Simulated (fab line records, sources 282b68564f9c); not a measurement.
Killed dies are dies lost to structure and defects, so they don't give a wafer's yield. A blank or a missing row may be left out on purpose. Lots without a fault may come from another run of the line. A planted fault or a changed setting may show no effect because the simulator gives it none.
fab line records | flow rit_cmos
record lots=5 wafers=15 last_day=7
route steps=202 shown NWELL@35 PWELL@39 WELLDRIVE@50 NRETRO@53 M1@202
lots that met no fault: from a run of the same line without faults
start_h: hours from the record's first day to the start of the lot's first wafer shown | wait_h: hours since the lot's step before | " the same as in the row above | L1.1+2: a row that stands for several wafers | - no value, or no start given | * or withheld: withheld | < > ~ a bound
route shown NAME@n: a module of which the file shows steps, and the number in the route of the first | usual: mean/standard deviation of fault-free wafers | same: alike in all rows | chamber/n: place in a boat | sites: the reading at each site | _std_site: their standard deviation | _edge_site: outer sites' mean less inner sites' | radius_mm: how far each site lies from the wafer's centre | mask NAME#n: copy n | behind: the tool/chamber that last shaped the wafer | hold: why the lot was held/for how many hours/how that ended | device: the transistor (n, p or np) that didn't switch | end of line: the same wafers' tests at the end of the route | a step without rows: its recipe alone | killed: dies lost to structure and defects at the first sort, not the wafer's yield | map: a wafer's dies, x killed, . not, _ none there
set.NAME: the setting as run; set.NAME@STEP: as run at that earlier step | model.NAME: the simulator's own value behind a step, which no gauge read
lots at some steps of the route; a table a step, a row a wafer
services: from which hour (start_h, from the record's first day; less than 0 if before it) a tool's chamber was out of use, for how many hours, and why
## steps
# step RIT_NWELL_HARDBAKE_07
# recipe resist=NOVOLAK temp_c=140 time_s=120
# step RIT_NWELL_IMPLANT_08
# recipe species=P energy_kev=170 dose_cm2=5e+13 tilt_deg=7
# step RIT_NWELL_STRIP_09
# recipe chemistry=O2 time_s=180 resist=NOVOLAK platen_temp_c=withheld power_w=500 pressure_mtorr=4000 o2_flow_sccm=4000
# usual drypump_motor_current_A=5.4/0.45 rf_refl_power_W=7.1/0.81
# columns lot.wafer tool chamber start_h wait_h drypump_motor_current_A rf_hours_counter_h rf_refl_power_W
L586.1 plasma_asher-02 1 33.26 0.1 5.1 40 6.4
L586.3 " 0 " " 5.4 - 7.3
L586.4 " 1 " " 5.1 - 6.9
L587.1 plasma_asher-02 0 37.14 0.1 5.4 41 7.2
L587.3 " 1 " " 5.1 - 7.1
L587.4 " 0 " " 5.4 - 7.0
L589.1 plasma_asher-03 0 47.07 0.1 5.3 40 7.6
L589.3 " 0 " " 5.4 - 7.6
L589.4 " 1 " " 5.5 - 8.3
L604.3 plasma_asher-02 0 124.93 0.1 5.4 - 7.2
L604.5 " 1 " " 5.1 - 6.6
L604.6 " 0 " " 5.4 - 7.1
L607.1 plasma_asher-01 1 139.32 0.1 6.4 37 6.1
L607.2 " 0 " " 4.9 37 6.1
L607.4 " 0 " " 4.9 - 6.3
# step RIT_NWELL_TW_MEAS_10
# usual NWELL_TW=2119/20
# columns lot.wafer tool chamber start_h wait_h NWELL_TW
L586.1 film_metro-02 - 33.44 0.1 2127
L586.3 " - " " 2138
L586.4 " - " " 2135
L587.1 film_metro-03 - 37.31 0.1 2109
L587.3 " - " " 2112
L587.4 " - " " 2103
L589.1 film_metro-03 - 47.24 0.1 2100
L589.3 " - " " 2098
L589.4 " - " " 2106
L604.3 film_metro-03 - 125.07 0.1 2105
L604.5 " - " " 2109
L604.6 " - " " 2102
L607.1 film_metro-03 - 139.49 0.1 2112
L607.2 " - " " 2111
L607.4 " - " " 2095
# step RIT_PWELL_HMDS_00
# recipe prime_time_s=60 prime_temp_c=140
# step RIT_PWELL_COAT_01
# recipe resist=NOVOLAK spin_rpm=2000 resist_thk_nm=1286
# step RIT_PWELL_SOFTBAKE_02
# recipe resist=NOVOLAK temp_c=90 time_s=60
# step RIT_PWELL_EXPOSE_03
# recipe mask_id=M3 na=0.57 target_cd_nm=43700 dose_mj=250
# step RIT_PWELL_PEB_04
# recipe resist=NOVOLAK temp_c=withheld time_s=withheld
# step RIT_PWELL_DEVELOP_05
# recipe resist=NOVOLAK develop_time_s=68 dev_temp_c=23
# step RIT_PWELL_OVL_MEAS_06
# usual PWELL_OVL=-0.7/1.6
# columns lot.wafer tool chamber start_h wait_h PWELL_OVL[nm]
L586.1 overlay-01 - 34.38 - -0.8
L586.3 " - " " 0.1
L586.4 " - " " 2.8
L587.1 overlay-02 - 38.29 - -0.5
L587.3 " - " " -1.9
L587.4 " - " " -3.6
L589.1 overlay-01 - 48.18 - -2.1
L589.3 " - " " 0.6
L589.4 " - " " 0.9
L604.3 overlay-01 - 126.13 - 1.7
L604.5 " - " " 1.6
L604.6 " - " " 1.0
L607.1 overlay-01 - 140.56 - 0.8
L607.2 " - " " -1.1
L607.4 " - " " 1.3
# step RIT_PWELL_HARDBAKE_07
# recipe resist=NOVOLAK temp_c=140 time_s=120
# step RIT_PWELL_IMPLANT_08
# recipe species=B energy_kev=170 dose_cm2=7.089e+13 tilt_deg=7
# usual dose_ions_cm2=7.089e+13/7.5e+10
# columns lot.wafer tool chamber start_h wait_h dose_ions_cm2
L586.1 implanter-01 0 34.67 0.2 7.093e+13
L586.3 " 0 " " 7.091e+13
L586.4 " 0 " " 7.095e+13
L587.1 implanter-04 0 38.69 0.2 7.089e+13
L587.3 " 0 " " 7.093e+13
L587.4 " 0 " " 7.1e+13
L589.1 implanter-01 0 48.58 0.2 7.077e+13
L589.3 " 0 " " 7.088e+13
L589.4 " 0 " " 7.093e+13
L604.3 implanter-04 0 126.45 0.2 7.098e+13
L604.5 " 0 " " 7.093e+13
L604.6 " 0 " " 7.086e+13
L607.1 implanter-03 0 140.84 0.2 7.085e+13
L607.2 " 0 " " 7.081e+13
L607.4 " 0 " " 7.092e+13
# step RIT_PWELL_STRIP_09
# recipe chemistry=O2 time_s=180 resist=NOVOLAK platen_temp_c=withheld power_w=500 pressure_mtorr=4000 o2_flow_sccm=4000
# usual drypump_motor_current_A=5.7/0.65 rf_refl_power_W=7.1/1.2
# columns lot.wafer tool chamber start_h wait_h drypump_motor_current_A rf_hours_counter_h rf_refl_power_W
L586.1 plasma_asher-01 1 34.82 0.1 6.4 25 6.3
L586.3 " 0 " " 4.9 - 6.3
L586.4 " 1 " " 6.4 - 6.3
L587.1 plasma_asher-01 1 38.84 0.1 6.4 26 6.1
L587.3 " 0 " " 4.9 - 6.1
L587.4 " 1 " " 6.4 - 6.0
L589.1 plasma_asher-01 0 48.73 0.1 4.9 27 6.1
L589.3 " 1 " " 6.4 - 6.3
L589.4 " 0 " " 4.9 - 6.3
L604.3 plasma_asher-01 1 126.61 0.1 6.4 - 6.2
L604.5 " 0 " " 4.9 - 6.2
L604.6 " 1 " " 6.4 - 6.0
L607.1 plasma_asher-03 0 140.99 0.1 5.3 2 7.5
L607.2 " 1 " " 5.5 2 8.7
L607.4 " 1 " " 5.5 - 8.6
# step RIT_PWELL_TW_MEAS_10
# usual PWELL_TW=941/8.5
# columns lot.wafer tool chamber start_h wait_h PWELL_TW
L586.1 film_metro-02 - 34.99 0.1 949
L586.3 " - " " 950
L586.4 " - " " 951
L587.1 film_metro-03 - 39.02 0.1 939
L587.3 " - " " 939
L587.4 " - " " 938
L589.1 film_metro-04 - 48.90 0.1 932
L589.3 " - " " 932
L589.4 " - " " 929
L604.3 film_metro-02 - 126.75 0.1 927
L604.5 " - " " 925
L604.6 " - " " 922
L607.1 film_metro-03 - 141.17 0.1 936
L607.2 " - " " 940
L607.4 " - " " 940
# step RIT_WELLDRIVE_ANNEAL_00
# recipe temp_c=1100 time_s=14700 ambient=N2
# step RIT_WELLDRIVE_RS_MEAS_01
# recipe thk_meas_gauge=four-point-probe
# usual NWELL_RS=275.5/0.63
# columns lot.wafer tool chamber start_h wait_h NWELL_RS[ohm/sq]
L586.1 film_metro-02 - 40.13 0.0 275.8
L586.3 " - " " 276.4
L586.4 " - " " 275.3
L587.1 film_metro-03 - 45.12 0.0 274.9
L587.3 " - " " 275.6
L587.4 " - " " 276.3
L589.1 film_metro-04 - 54.04 0.0 275.6
L589.3 " - " " 276.2
L589.4 " - " " 275.5
L604.3 film_metro-02 - 133.10 0.0 274.5
L604.5 " - " " 276.1
L604.6 " - " " 274.3
L607.1 film_metro-03 - 146.60 0.0 275.7
L607.2 " - " " 275.4
L607.4 " - " " 275.1
# step RIT_WELLDRIVE_RS_MEAS_02
# recipe thk_meas_gauge=four-point-probe
# usual PWELL_RS=426.3/1.2
# columns lot.wafer tool chamber start_h wait_h PWELL_RS[ohm/sq]
L586.1 film_metro-02 - 40.25 0.1 427.2
L586.3 " - " " 426.4
L586.4 " - " " 425.3
L587.1 film_metro-03 - 45.24 0.1 425.0
L587.3 " - " " 425.3
L587.4 " - " " 426.3
L589.1 film_metro-04 - 54.16 0.1 427.8
L589.3 " - " " 428.3
L589.4 " - " " 428.0
L604.3 film_metro-02 - 133.22 0.1 460.3
L604.5 " - " " 458.0
L604.6 " - " " 460.8
L607.1 film_metro-03 - 146.72 0.1 424.8
L607.2 " - " " 423.3
L607.4 " - " " 425.1
# step RIT_NRETRO_HMDS_00
# recipe prime_time_s=60 prime_temp_c=140
# step RIT_M1_PROBE_99
# usual killed_at_M0_to_M3=0.0/0.2 killed_at_contacts=0.1/0.25 killed_at_front_end=6/3.1 killed_dies=6/3.1 killed_open=2.9/2 killed_short=3.3/2
# same gross_dies=264 killed_at_M4_up=0 killed_at_back_side=0 killed_at_other=0
# columns lot.wafer tool chamber start_h wait_h killed_at_M0_to_M3 killed_at_contacts killed_at_front_end killed_dies killed_open killed_short model.etest.nmos_0p3.r_on_ohm_um model.etest.pwell_pinched.rs_ohm_sq_range model.etest.pwell_pinched.rs_ohm_sq model.etest.nmos_0p15.drive_ua_um_range model.etest.pwell.rs_ohm_sq model.etest.pwell_pinched.rs_ohm_sq_rim_less_centre model.etest.nmos_turned.drive_ua_um model.etest.nmos_0p15.drive_ua_um
L586.1 prober-02 - 73.22 0.1 0 1 8 9 8 1 2172 10.93 453.5 13.58 409.7 4.858 334.3 463.2
L586.3 prober-02 - 73.32 0.2 0 0 6 6 3 3 2132 11.69 447.3 12.14 408.6 6.194 321.2 454.2
L586.4 prober-02 - 73.37 0.2 0 0 6 6 4 2 2150 14.85 454.1 11.92 410.4 -2.998 331.9 461
L587.1 prober-01 - 79.25 0.1 0 0 8 8 4 4 2137 20.16 446.2 11.56 414.7 2.042 339.6 459.8
L587.3 prober-01 - 79.35 0.2 0 0 4 4 2 2 2143 11.19 453.3 8.56 417.2 -4.719 343.4 470.1
L587.4 prober-01 - 79.40 0.2 0 0 7 7 3 4 2112 14.33 453.6 11.44 414.4 -2.71 360.2 482.1
L589.1 prober-01 - 86.03 0.1 0 0 5 5 1 4 2114 8.758 455.1 5.93 412.9 -3.714 348.1 476.5
L589.3 prober-01 - 86.13 0.2 0 0 8 8 4 4 2089 11.76 458.7 9.478 409.5 1.136 346.5 483.4
L589.4 prober-01 - 86.18 0.2 2 0 2 4 0 2 2162 19.87 459.1 8.663 414.9 -0.8776 334.4 483.5
L604.3 prober-02 - 161.87 0.2 0 0 11 11 7 4 2076 62.42 497.1 46.04 444.4 -25.68 366.9 511.5
L604.5 prober-02 - 161.97 0.2 0 0 9 9 5 4 2104 70.31 499 47.53 445.5 -38.41 357.6 505.4
L604.6 prober-02 - 162.02 0.2 0 0 9 9 3 6 2078 69.95 501.2 45.71 453.2 -26.27 359.7 502.7
L607.1 prober-01 - 176.13 0.1 0 0 13 13 4 9 2258 17.95 461.6 12.41 414.2 15.65 299.1 439.1
L607.2 prober-01 - 176.18 0.1 0 0 8 8 4 4 2200 10.41 450.8 11.41 411.5 -3.78 300 449.7
L607.4 prober-01 - 176.28 0.2 0 0 5 5 3 2 2210 17.17 454.5 9.059 416.7 2.493 298.3 448.6
# killed by level:class
L586.1 FOX1:geometric_particle:open=2 SILICIDE:geometric_particle:open=2 FOX2:geometric_particle:open=1 GATE:geometric_particle:open=1 GATE:geometric_particle:short=1 SPACER:geometric_particle:open=1 CONTACT:geometric_particle:open=1
L586.3 GATE:geometric_particle:short=2 FOX2:geometric_particle:open=1 GATE:geometric_particle:open=1 SILICIDE:geometric_particle:short=1 SILICIDE:geometric_particle:open=1
L586.4 FOX2:geometric_particle:open=1 GATE:geometric_particle:open=1 SPACER:geometric_particle:open=1 SPACER:geometric_particle:short=1 SILICIDE:geometric_particle:open=1 SILICIDE:geometric_particle:short=1
L587.1 FOX1:geometric_particle:short=2 FOX1:geometric_particle:open=2 GATE:geometric_particle:open=2 FOX2:geometric_particle:short=1 GATE:geometric_particle:short=1
L587.3 GATE:geometric_particle:short=2 GATE:geometric_particle:open=2
L587.4 FOX1:geometric_particle:open=2 FOX1:geometric_particle:short=2 GATE:geometric_particle:short=1 SILICIDE:geometric_particle:open=1 SILICIDE:geometric_particle:short=1
L589.1 SPACER:geometric_particle:short=3 GATE:geometric_particle:open=1 GATE:geometric_particle:short=1
L589.3 GATE:geometric_particle:short=4 GATE:geometric_particle:open=3 SPACER:geometric_particle:open=1
L589.4 M1:coat_microbubble_printed=2 GATE:geometric_particle:short=1 SILICIDE:geometric_particle:short=1
L604.3 FOX1:geometric_particle:open=2 GATE:geometric_particle:open=2 SILICIDE:geometric_particle:open=2 FOX1:geometric_particle:short=1 GATE:geometric_particle:short=1 REOX:geometric_particle:open=1 REOX:geometric_particle:short=1 SILICIDE:geometric_particle:short=1
L604.5 FOX1:geometric_particle:open=2 GATE:geometric_particle:open=2 REOX:geometric_particle:short=2 GATE:geometric_particle:short=1 SPACER:geometric_particle:open=1 SILICIDE:geometric_particle:short=1
L604.6 GATE:geometric_particle:short=3 REOX:geometric_particle:open=2 FOX1:geometric_particle:short=1 GATE:geometric_particle:open=1 SPACER:geometric_particle:short=1 SILICIDE:geometric_particle:short=1
L607.1 SPACER:geometric_particle:short=3 SILICIDE:geometric_particle:short=3 GATE:geometric_particle:short=2 REOX:geometric_particle:open=2 FOX1:geometric_particle:open=1 FOX1:geometric_particle:short=1 SPACER:geometric_particle:open=1
L607.2 FOX1:geometric_particle:short=2 GATE:geometric_particle:short=2 FOX2:geometric_particle:open=1 GATE:geometric_particle:open=1 SPACER:geometric_particle:open=1 SILICIDE:geometric_particle:open=1
L607.4 FOX2:geometric_particle:open=3 GATE:geometric_particle:short=1 SPACER:geometric_particle:short=1
## services
# columns tool chamber start_h hours kind
implanter-03 - 12.73 12.6 pm
implanter-01 - 32.01 1.9 repair
implanter-03 - 34.00 2.7 repair
implanter-03 - 68.10 3.8 repair
plasma_asher-02 - 71.80 14.6 pm
plasma_asher-03 - 88.64 1.2 repair
plasma_asher-03 - 108.75 9.0 pm
plasma_asher-03 0 108.75 9.0 vent_cycle
plasma_asher-03 1 108.75 9.0 vent_cycle
plasma_asher-03 0 117.75 - clean
plasma_asher-03 1 117.75 - clean
implanter-04 - 131.88 6.2 repair
## key
first_sign step=RIT_WELLDRIVE_RS_MEAS_02 reading=PWELL_RS direction=up sigmas=27 usual=426.3 struck=459.7
effect none on later readings
model_effect step=RIT_M1_PROBE_99 value=etest.nmos_0p3.r_on_ohm_um without=2163 struck=2086
met_at RIT_PWELL_IMPLANT_08
struck_wafers L604.3,L604.5,L604.6
tester_left_out L604
onset_between 38.69 126.45
also_fits RIT_NWELL_STRIP_09:plasma_asher-02,RIT_PWELL_STRIP_09:plasma_asher-01
fault kind=process_parameter_drift tool=implanter-04 chamber=- onset_h=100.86 steps=RIT_PWELL_IMPLANT_08 channel=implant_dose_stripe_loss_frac offset=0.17 shape=step end_h=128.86
# tester_left_out: of these lots the tester's yield and bins aren't shown, on N5 and GAA mostly nor the transistor test; their killed dies are dies lost to structure and defects alone, not to doping, threshold or leakage, so they don't give the yield
